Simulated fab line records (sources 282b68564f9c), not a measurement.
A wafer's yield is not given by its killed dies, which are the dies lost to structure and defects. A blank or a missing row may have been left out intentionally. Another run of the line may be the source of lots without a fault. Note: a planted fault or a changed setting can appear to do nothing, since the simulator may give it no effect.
Code-filled problem report in 8D (eight disciplines) form ; flow rit cmos ; the parts of the form that need people (team, actions taken, sign-off) are left out

1. WHAT WENT WRONG
Across 6 wafers from 2 lots, NWELL_RS at RIT_WELLDRIVE_RS_MEAS_01 averages 284.3 ohm/sq, while fault-free wafers read 275.4 ohm/sq with a standard deviation of 0.73. Relative to the usual mean, that is a shift of +12 standard deviations.
The step: measures by four-point-probe.
First observed at day 5 07:20: wafer L745.2, on film metro-03. At this step, 42 wafers from 14 lots have a number in the record. Rule for "out", or "out of limits": more than 4 standard deviations from the usual mean. Any other wafer with a number is counted as sound.

2. WHAT IT IS AND WHAT IT IS NOT
question;is;is not
which readings at this step;NWELL_RS;-
which lots;L745, L748;L731, L732, L733, L734, L736, L737, L738, L739, L740, L752, L753, L754
which wafers of those lots;all that have a number;-
read on which gauges;film metro-03, film metro-04;film metro-02
when;from day 5 07:20;"up to then (27 sound wafers); but 9 sound wafers of L752, L753, L754 came after"

3. SUSPECTS, AND WHAT RULES EACH OUT
Counting: a tool at a process step up to the reading stays a suspect if it ran every lot that is out and no sound lot after the first of them.
- the gauge at RIT_WELLDRIVE_RS_MEAS_01 is ruled out. Those wafers that are out were read across 2 gauges (film metro-03, film metro-04).
- furnace-03 at RIT_WELLDRIVE_ANNEAL_00 (time 14700 s): kept. Every lot that is out went through it, starting with L745 (day 5 02:13), and after that it ran no sound lot; the last sound lot it ran before then is L739 (day 3 19:05). Its own readings are out on those wafers: tube center temp C, tube_center_temp_C_max.
The count leaves furnace-03 at RIT_WELLDRIVE_ANNEAL_00.

4. THE CAUSE (what the simulator had put in)
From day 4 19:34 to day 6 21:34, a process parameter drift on furnace-03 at RIT_WELLDRIVE_ANNEAL_00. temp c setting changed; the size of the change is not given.
This tool alone remained once counting was done.

5. THE CHAIN OF EFFECTS, in route order
One row per reading whose mean, taken over the struck wafers that have a number, lies over 3 standard deviations from the usual. Only readings whose record carries a usual standard deviation are examined. hours: median over the lots of the time between each lot's start at the first step of this table that gives one and its start at this step. sigmas: the change, counted in usual standard deviations.
hours;step;reading;usual;on struck wafers;change;sigmas
0;RIT_WELLDRIVE_ANNEAL_00;spike tc centre C;1101.9 C;1095.2;-6.7;-4.2
0;RIT_WELLDRIVE_ANNEAL_00;spike tc source C;1125.2 C;1118.1;-7.1;-4.2
0;RIT_WELLDRIVE_ANNEAL_00;tube center temp C;1100 C;1092;-8;-80
0;RIT_WELLDRIVE_ANNEAL_00;tube_center_temp_C_max;1102.8;1094.8;-8.0;-18
5;RIT_WELLDRIVE_RS_MEAS_01;NWELL_RS;275.4 ohm/sq;284.3;+8.9;+12
5;RIT_WELLDRIVE_RS_MEAS_02;PWELL_RS;429.3 ohm/sq;438.3;+9.0;+7.5
The process steps in it:
- RIT_WELLDRIVE_ANNEAL_00: time 14700 s.

6. WHAT WOULD HAVE CAUGHT IT SOONER
12 hours passed between the start of the fault at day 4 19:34 and the first reading out of limits at a measuring or inspecting step in this record, taken at day 5 07:20.
At RIT_WELLDRIVE_ANNEAL_00, the tool's own readings (tube center temp C, tube_center_temp_C_max) were out on each struck wafer the step has a row for, so an alarm limit on them would have fired on the first such wafer.
Of the lots that are out (2), L748 began RIT_WELLDRIVE_ANNEAL_00 on furnace-03 after day 5 07:20. It would have been spared by a hold on the tool at that moment.
